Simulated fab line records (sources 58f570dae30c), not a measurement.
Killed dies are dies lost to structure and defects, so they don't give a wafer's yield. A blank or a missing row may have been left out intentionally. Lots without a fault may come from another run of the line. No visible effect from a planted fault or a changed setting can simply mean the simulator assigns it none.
fab line records	flow berkeley_cmos170
record: lots: 5	wafers: 15	last_day: 11
route steps=331 shown ACTIVE@70 PFIELD@79 FIELD@89
lots that met no fault: from a run of the same line without faults
start_h: start of the lot's first displayed wafer, in hours after the record's first day	wait_h: time in hours since the lot's previous step	" identical to the entry in the row above	L1.1+2: a single row standing in for several wafers	- no value, or no start was given	* or withheld: withheld	< > ~ a bound
route shown NAME@n: a module of which the file shows steps, and the number in the route of the first	usual: mean/standard deviation taken from wafers without a fault	same: alike in all rows	chamber/n: place in a boat	sites: readings site by site	_std_site: standard deviation across them	_edge_site: the outer-site mean with the inner-site mean subtracted	radius_mm: how far each site lies from the wafer's centre	mask NAME#n: copy n	behind: the tool/chamber that last shaped the wafer	hold: reason for holding the lot/hours on hold/outcome of the hold	device: transistor that didn't switch, given as n, p or np	end of line: tests of these same wafers at the route's end	a step given without rows: its recipe and nothing more	killed: dies lost to structure and defects at the first sort, not the wafer's yield	map: shows each die of a wafer: x if killed, . if not, _ if none is there
set.NAME: the setting as run; set.NAME@STEP: as run at that earlier step	model.NAME: the simulator's own value behind a step, which no gauge read
certain route steps with their lots: each step a table, each wafer a row
services: a tool's chamber out of use, with start hour (start_h, from the record's first day; less than 0 if before it), hours out, and reason
== steps ==
step: UCB170_ACTIVE_EXPOSE_10
recipe: mask_id: ACTIVE	target_cd_nm: 1200	na: 0.5	sigma_outer: 0.6	source_shape: conventional	dose_mj: 20
step: UCB170_ACTIVE_PEB_11
recipe: peb_temp_c: 130	peb_time_s: withheld	resist: KrF
step: UCB170_ACTIVE_DEVELOP_12
recipe: developer: TMAH	develop_time_s: 45	resist: KrF	dev_temp_c: 21
step: UCB170_ACTIVE_CD_MEAS_13
recipe: target_cd_nm: 1200
usual: cd_nm: 1199.7/1.7
lot.wafer	tool	chamber	start_h	wait_h	cd_nm
L814.1	cd_sem-01	-	109.92	-	1198.0
L814.5	"	-	"	"	1196.3
L814.6	"	-	"	"	1198.2
L817.2	cd_sem-02	-	116.75	-	1202.4
L817.3	"	-	"	"	1201.9
L817.4	"	-	"	"	1201.2
L818.2	cd_sem-01	-	131.36	-	1201.1
L818.3	"	-	"	"	1201.3
L818.5	"	-	"	"	1202.2
L829.1	cd_sem-02	-	178.00	-	1198.7
L829.3	"	-	"	"	1200.4
L829.5	"	-	"	"	1197.3
L828.1	cd_sem-01	-	179.00	-	1197.1
L828.2	"	-	"	"	1197.0
L828.5	"	-	"	"	1195.3
step: UCB170_ACTIVE_OVL_MEAS_14
usual: ACTIVE_OVL: 3/6
lot.wafer	tool	chamber	start_h	wait_h	ACTIVE_OVL[nm]
L814.1	overlay-02	-	110.04	0.1	4
L814.5	"	-	"	"	3
L814.6	"	-	"	"	-3
L817.2	overlay-02	-	116.86	0.1	9
L817.3	"	-	"	"	-2
L817.4	"	-	"	"	8
L818.2	overlay-01	-	131.46	0.1	9
L818.3	"	-	"	"	2
L818.5	"	-	"	"	2
L829.1	overlay-01	-	178.12	0.1	5
L829.3	"	-	"	"	7
L829.5	"	-	"	"	6
L828.1	overlay-01	-	179.12	0.1	13
L828.2	"	-	"	"	7
L828.5	"	-	"	"	10
step: UCB170_ACTIVE_ETCH_15
recipe: chemistry: CH3F/Ar/O2	target: Si3N4	stop_on: SiO2	CH3F_flow_sccm: 20	Ar_flow_sccm: 50	O2_flow_sccm: 7	pressure_mtorr: 50	rf_w: 450	target_depth_a: 2420	over_etch_frac: 0.1	time_s: 151
usual: drypump_motor_current_A: 5.9/0.51	mfc_ar_sccm: 50.01/0.14	oes_product_au: 0.941/0.015	throttle_valve_pct: 8.00/0.14
same: over_etch_frac: 0.1
lot.wafer	tool	chamber	start_h	wait_h	drypump_motor_current_A	mfc_ar_sccm	oes_product_au	rf_hours_counter_h	throttle_valve_pct
L814.1	rie_diel-04	0	110.08	0.0	5.8	50.22	0.930	57	8.07
L814.5	"	3	"	"	6.2	49.86	0.945	-	8.04
L814.6	"	2	"	"	5.4	49.97	0.960	-	8.09
L817.2	rie_diel-04	2	116.89	0.0	5.4	49.93	0.951	13	8.07
L817.3	"	0	"	"	5.8	50.27	0.931	57	8.08
L817.4	"	1	"	"	5.8	49.97	0.958	32	8.20
L818.2	rie_diel-03	1	131.49	0.0	5.0	49.88	0.963	12	8.22
L818.3	"	2	"	"	6.4	50.06	0.928	109	7.97
L818.5	"	3	"	"	5.8	49.97	0.965	-	7.89
L829.1	rie_diel-03	1	178.16	0.0	5.0	50.10	0.963	14	8.21
L829.3	"	2	"	"	6.4	49.93	0.925	111	7.96
L829.5	"	2	"	"	6.4	49.91	0.936	-	7.97
L828.1	rie_diel-02	0	179.16	0.0	6.2	49.88	0.920	4	8.00
L828.2	"	3	"	"	5.8	50.39	0.928	76	8.13
L828.5	"	3	"	"	5.8	50.24	0.928	-	8.11
step: UCB170_ACTIVE_STRIP_16
recipe: chemistry: O2	power_w: 400	pressure_mtorr: 3500	platen_temp_c: withheld	o2_flow_sccm: 400	overash_fraction: 0.5
usual: drypump_motor_current_A: 6.0/0.45	oes_product_au: 0.721/0.0047	strip_time_to_endpoint_s: 18.10/0.076
lot.wafer	tool	chamber	start_h	wait_h	drypump_motor_current_A	oes_product_au	rf_hours_counter_h	strip_time_to_endpoint_s
L814.1	plasma_asher-01	1	110.18	0.1	5.9	0.725	41	18.25
L814.5	"	0	"	"	6.1	0.723	-	18.20
L814.6	"	1	"	"	5.9	0.725	-	18.28
L817.2	plasma_asher-03	0	116.99	0.1	5.1	0.723	39	18.14
L817.3	"	0	"	"	5.1	0.715	-	18.10
L817.4	"	1	"	"	5.4	0.725	-	18.17
L818.2	plasma_asher-04	0	131.59	0.1	6.1	0.716	34	18.06
L818.3	"	0	"	"	6.1	0.716	-	18.07
L818.5	"	0	"	"	6.0	0.713	-	18.08
L829.1	plasma_asher-04	0	178.26	0.1	6.1	0.720	39	18.17
L829.3	"	1	"	"	6.6	0.717	-	18.15
L829.5	"	0	"	"	6.1	0.724	-	18.16
L828.1	plasma_asher-04	0	179.26	0.1	6.0	0.720	40	17.98
L828.2	"	1	"	"	6.6	0.716	40	18.04
L828.5	"	1	"	"	6.6	0.725	-	18.12
step: UCB170_ACTIVE_CD_MEAS_90
recipe: target_cd_nm: 1200
usual: cd_nm: 1199.7/1.7
lot.wafer	tool	chamber	start_h	wait_h	cd_nm
L814.1	cd_sem-02	-	110.28	0.1	1197.7
L814.5	"	-	"	"	1196.2
L814.6	"	-	"	"	1197.3
L817.2	cd_sem-01	-	117.13	0.1	1202.7
L817.3	"	-	"	"	1201.3
L817.4	"	-	"	"	1201.7
L818.2	cd_sem-02	-	131.71	0.1	1201.1
L818.3	"	-	"	"	1201.7
L818.5	"	-	"	"	1202.6
L829.1	cd_sem-01	-	178.36	0.1	1198.4
L829.3	"	-	"	"	1199.6
L829.5	"	-	"	"	1197.2
L828.1	cd_sem-01	-	179.36	0.1	1197.3
L828.2	"	-	"	"	1196.8
L828.5	"	-	"	"	1195.3
step: UCB170_ACTIVE_CLEAN_17
recipe: chemistry: SPM	temp_c: 120	time_s: 600
step: UCB170_PFIELD_HMDS_00
recipe: prime_time_s: 60	prime_temp_c: 100
step: UCB170_PFIELD_COAT_01
recipe: resist: KrF	spin_rpm: 1500	resist_thk_nm: 900
step: UCB170_PFIELD_SOFTBAKE_02
recipe: resist: KrF	temp_c: 130	time_s: 60
step: UCB170_PFIELD_EXPOSE_03
recipe: mask_id: PFIELD	na: 0.5	sigma_outer: 0.6	source_shape: conventional	target_cd_nm: 1500	dose_mj: 30
usual: focus_offset_nm: -0.1/0.54
same: na: 0.5
lot.wafer	tool	chamber	start_h	wait_h	mask	focus_offset_nm
L814.1	krf_scanner-01	0	111.28	0.1	PFIELD#0	0.5
L814.5	"	0	"	"	PFIELD#0	0.2
L814.6	"	0	"	"	PFIELD#0	0.4
L817.2	krf_scanner-01	0	120.52	0.3	PFIELD#0	-0.4
L817.3	"	0	"	"	PFIELD#0	0.0
L817.4	"	0	"	"	PFIELD#0	-0.2
L818.2	krf_scanner-01	0	136.32	0.1	NWELL#0	-0.5
L818.3	"	0	"	"	NWELL#0	-0.3
L818.5	"	0	"	"	NWELL#0	0.9
L829.1	krf_scanner-02	0	179.90	0.1	PFIELD#0	-0.4
L829.3	"	0	"	"	PFIELD#0	-0.3
L829.5	"	0	"	"	PFIELD#0	-0.8
L828.1	krf_scanner-01	0	181.24	0.4	PFIELD#0	0.5
L828.2	"	0	"	"	PFIELD#0	-0.6
L828.5	"	0	"	"	PFIELD#0	-0.5
step: UCB170_PFIELD_PEB_04
recipe: peb_temp_c: 130	peb_time_s: withheld	resist: KrF
step: UCB170_PFIELD_DEVELOP_05
recipe: developer: TMAH	develop_time_s: 45	resist: KrF	dev_temp_c: 21
step: UCB170_PFIELD_OVL_MEAS_06
usual: PFIELD_OVL: 4/5.9
lot.wafer	tool	chamber	start_h	wait_h	PFIELD_OVL[nm]
L814.1	overlay-02	-	112.16	-	6
L814.5	"	-	"	"	7
L814.6	"	-	"	"	4
L817.2	overlay-02	-	120.91	-	5
L817.3	"	-	"	"	-1
L817.4	"	-	"	"	11
L818.2	overlay-01	-	136.94	-	-
L818.3	"	-	"	"	-
L818.5	"	-	"	"	-
L829.1	overlay-02	-	181.08	-	7
L829.3	"	-	"	"	15
L829.5	"	-	"	"	11
L828.1	overlay-02	-	182.56	-	15
L828.2	"	-	"	"	11
L828.5	"	-	"	"	22
step: UCB170_PFIELD_IMPLANT_07
recipe: species: B	dose_cm2: 2e+13	energy_kev: 80	tilt_deg: 7
step: UCB170_PFIELD_STRIP_08
recipe: chemistry: O2	power_w: 400	pressure_mtorr: 3500	platen_temp_c: withheld	o2_flow_sccm: 400	overash_fraction: 0.5
usual: drypump_motor_current_A: 6.1/0.35	oes_product_au: 0.735/0.0049	strip_time_to_endpoint_s: 21.63/0.062
lot.wafer	tool	chamber	start_h	wait_h	drypump_motor_current_A	oes_product_au	rf_hours_counter_h	strip_time_to_endpoint_s
L814.1	plasma_asher-01	0	112.35	0.1	6.2	0.736	41	21.67
L814.5	"	0	"	"	6.2	0.725	-	21.63
L814.6	"	1	"	"	5.9	0.735	-	21.72
L817.2	plasma_asher-02	0	121.09	0.1	6.4	0.737	0	21.72
L817.3	"	1	"	"	5.5	0.733	-	21.64
L817.4	"	0	"	"	6.4	0.737	-	21.63
L818.2	plasma_asher-01	1	137.12	0.1	6.0	0.737	44	21.71
L818.3	"	0	"	"	6.2	0.735	-	21.72
L818.5	"	0	"	"	6.2	0.743	-	21.72
L829.1	plasma_asher-01	1	181.27	0.1	5.9	0.729	50	21.61
L829.3	"	1	"	"	5.9	0.733	-	21.59
L829.5	"	1	"	"	5.9	0.727	-	21.60
L828.1	plasma_asher-02	1	182.75	0.1	5.5	0.734	8	21.61
L828.2	"	0	"	"	6.4	0.737	8	21.55
L828.5	"	0	"	"	6.4	0.733	-	21.59
step: UCB170_PFIELD_TW_MEAS_09
usual: PFIELD_TW: 599/4.9
lot.wafer	tool	chamber	start_h	wait_h	PFIELD_TW
L814.1	film_metro-03	-	112.45	0.1	594
L814.5	"	-	"	"	597
L814.6	"	-	"	"	595
L817.2	film_metro-03	-	121.20	0.1	603
L817.3	"	-	"	"	598
L817.4	"	-	"	"	603
L818.2	film_metro-02	-	137.23	0.1	30
L818.3	"	-	"	"	30
L818.5	"	-	"	"	30
L829.1	film_metro-03	-	181.37	0.1	597
L829.3	"	-	"	"	592
L829.5	"	-	"	"	593
L828.1	film_metro-03	-	182.85	0.1	595
L828.2	"	-	"	"	596
L828.5	"	-	"	"	594
step: UCB170_FIELD_CLEAN_00
recipe: chemistry: dHF	dilution: 25:1	time_s: 7.5
== services ==
tool	chamber	start_h	hours	kind
krf_scanner-01	-	94.03	0.8	pm
rie_diel-02	-	98.98	1.0	repair
krf_scanner-01	-	102.25	1.0	pm
rie_diel-02	3	105.46	8.0	repair
krf_scanner-02	-	106.63	1.0	pm
plasma_asher-02	-	108.75	9.0	pm
plasma_asher-02	0	108.75	9.0	vent_cycle
plasma_asher-02	1	108.75	9.0	vent_cycle
plasma_asher-02	0	117.75	-	clean
plasma_asher-02	1	117.75	-	clean
rie_diel-02	3	122.13	5.5	repair
plasma_asher-02	-	126.81	1.4	repair
krf_scanner-01	-	141.52	0.8	repair
plasma_asher-03	-	165.06	2.8	pm
plasma_asher-03	-	176.56	14.6	pm
krf_scanner-02	0	177.97	-	calibration
rie_diel-04	-	181.17	0.4	repair
== key ==
first_sign: step: UCB170_PFIELD_EXPOSE_03	reading: mask	direction: changed
effect: step: UCB170_PFIELD_OVL_MEAS_06	reading: PFIELD_OVL	direction: missing
effect: step: UCB170_PFIELD_TW_MEAS_09	reading: PFIELD_TW	direction: down	sigmas: 99+	usual: 599	struck: 30
met_at UCB170_PFIELD_EXPOSE_03
struck_wafers L818.2,L818.3,L818.5
sort_left_out L818.2,L818.3,L818.5
tester_left_out L818
onset_between 120.52 136.32
fault: kind: wrong_mask	tool: any	chamber: -	onset_h: 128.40	steps: UCB170_PFIELD_EXPOSE_03	aux_copy: NWELL#0	scope: struck_lots_only
tester_left_out: of these lots the tester's yield and bins aren't shown, on N5 and GAA mostly nor the transistor test; their killed dies are dies lost to structure and defects alone, not to doping, threshold or leakage, so they don't give the yield
sort_left_out: the simulated sort isn't trusted on such a fault, so these wafers' sort isn't shown, and their yield isn't known
